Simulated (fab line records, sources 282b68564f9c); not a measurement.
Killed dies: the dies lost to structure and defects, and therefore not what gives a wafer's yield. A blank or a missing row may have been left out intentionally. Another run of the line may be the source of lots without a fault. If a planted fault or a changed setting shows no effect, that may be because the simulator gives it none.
Which of the tools did it? || flow rit cmos || 42 wafers sampled from 14 lots at 1 step of a route of 202

== WHAT THE GAUGES SHOWED, per wafer ==
The record lacks any reading of a measuring or inspecting step that a usual standard deviation could be used to judge.

== TOOL THAT RAN EACH LOT (tool first, then ch and the chambers of the sampled wafers, then the start) ==
{"lot": "L231", "RIT_PWELL_PEB_04": "litho track-03 ch 0, day 2 04:43"}
{"lot": "L232", "RIT_PWELL_PEB_04": "litho track-02 ch 0, day 2 09:06"}
{"lot": "L233", "RIT_PWELL_PEB_04": "litho track-01 ch 0, day 2 13:44"}
{"lot": "L235", "RIT_PWELL_PEB_04": "litho track-01 ch 0, day 3 00:45"}
{"lot": "L236", "RIT_PWELL_PEB_04": "litho track-02 ch 0, day 3 03:32"}
{"lot": "L237", "RIT_PWELL_PEB_04": "litho track-03 ch 0, day 3 12:51"}
{"lot": "L238", "RIT_PWELL_PEB_04": "litho track-02 ch 0, day 3 16:34"}
{"lot": "L239", "RIT_PWELL_PEB_04": "litho track-02 ch 0, day 3 23:28"}
{"lot": "L240", "RIT_PWELL_PEB_04": "litho track-03 ch 0, day 4 02:40"}
{"lot": "L249", "RIT_PWELL_PEB_04": "litho track-01, day 5 21:23"}
{"lot": "L250", "RIT_PWELL_PEB_04": "litho track-01, day 6 04:34"}
{"lot": "L251", "RIT_PWELL_PEB_04": "litho track-02 ch 0, day 6 09:19"}
{"lot": "L252", "RIT_PWELL_PEB_04": "litho track-02 ch 0, day 6 13:46"}
{"lot": "L253", "RIT_PWELL_PEB_04": "litho track-01 ch 0, day 6 18:47"}
- RIT_PWELL_PEB_04

== AS READ BY THE TOOLS THEMSELVES (means over the sampled wafers that have a number; for cases with no such wafer, the mark the record gives instead) ==
RIT_PWELL_PEB_04.
{"lot": "L231", "tool": "litho track-03", "exhaust pa (Pa)": 45.8}
{"lot": "L232", "tool": "litho track-02", "exhaust pa (Pa)": 44.8}
{"lot": "L233", "tool": "litho track-01", "exhaust pa (Pa)": 45.7}
{"lot": "L235", "tool": "litho track-01", "exhaust pa (Pa)": 46.5}
{"lot": "L236", "tool": "litho track-02", "exhaust pa (Pa)": 45.0}
{"lot": "L237", "tool": "litho track-03", "exhaust pa (Pa)": 43.5}
{"lot": "L238", "tool": "litho track-02", "exhaust pa (Pa)": 45.8}
{"lot": "L239", "tool": "litho track-02", "exhaust pa (Pa)": 45.6}
{"lot": "L240", "tool": "litho track-03", "exhaust pa (Pa)": 45.0}
{"lot": "L249", "tool": "litho track-01", "exhaust pa (Pa)": "-"}
{"lot": "L250", "tool": "litho track-01", "exhaust pa (Pa)": "-"}
{"lot": "L251", "tool": "litho track-02", "exhaust pa (Pa)": 44.8}
{"lot": "L252", "tool": "litho track-02", "exhaust pa (Pa)": 45.2}
{"lot": "L253", "tool": "litho track-01", "exhaust pa (Pa)": 44.4}

== THE ANSWER, worked out from the rows above alone ==
Rule: what is usual is taken from the lots themselves. Put in order of their means at a reading, lots are off if they are a third of the lots or fewer, leave a main group of 4 or more, and stand apart from it by a gap of 3 or more times the standard deviation of the main group's means; of several such gaps the widest counts. Not used: any main group whose means are identical at the precision the tables above print for the reading. A lot without any number at a reading at which 4 lots or more have one is off too. All remaining lots with rows at the step are treated as sound. After the gauges, taken in route order, come the tools' own readings; for these a lot's mean is taken, as printed above. The first step at which some lot is off is used, and at that step the reading that is off furthest; a lot without a number counts as furthest.
Off: L249, L250, at RIT_PWELL_PEB_04 (exhaust pa). Without a number there: L249, L250. The main group has a mean of 45.2 Pa with a standard deviation of 0.75.
If a tool, at that step or one of the process steps before it, ran each lot that is off and ran no sound lot following the first of them, it fits. Of those tried, none fits.

== WHAT THE SIMULATOR HAD PUT IN ==
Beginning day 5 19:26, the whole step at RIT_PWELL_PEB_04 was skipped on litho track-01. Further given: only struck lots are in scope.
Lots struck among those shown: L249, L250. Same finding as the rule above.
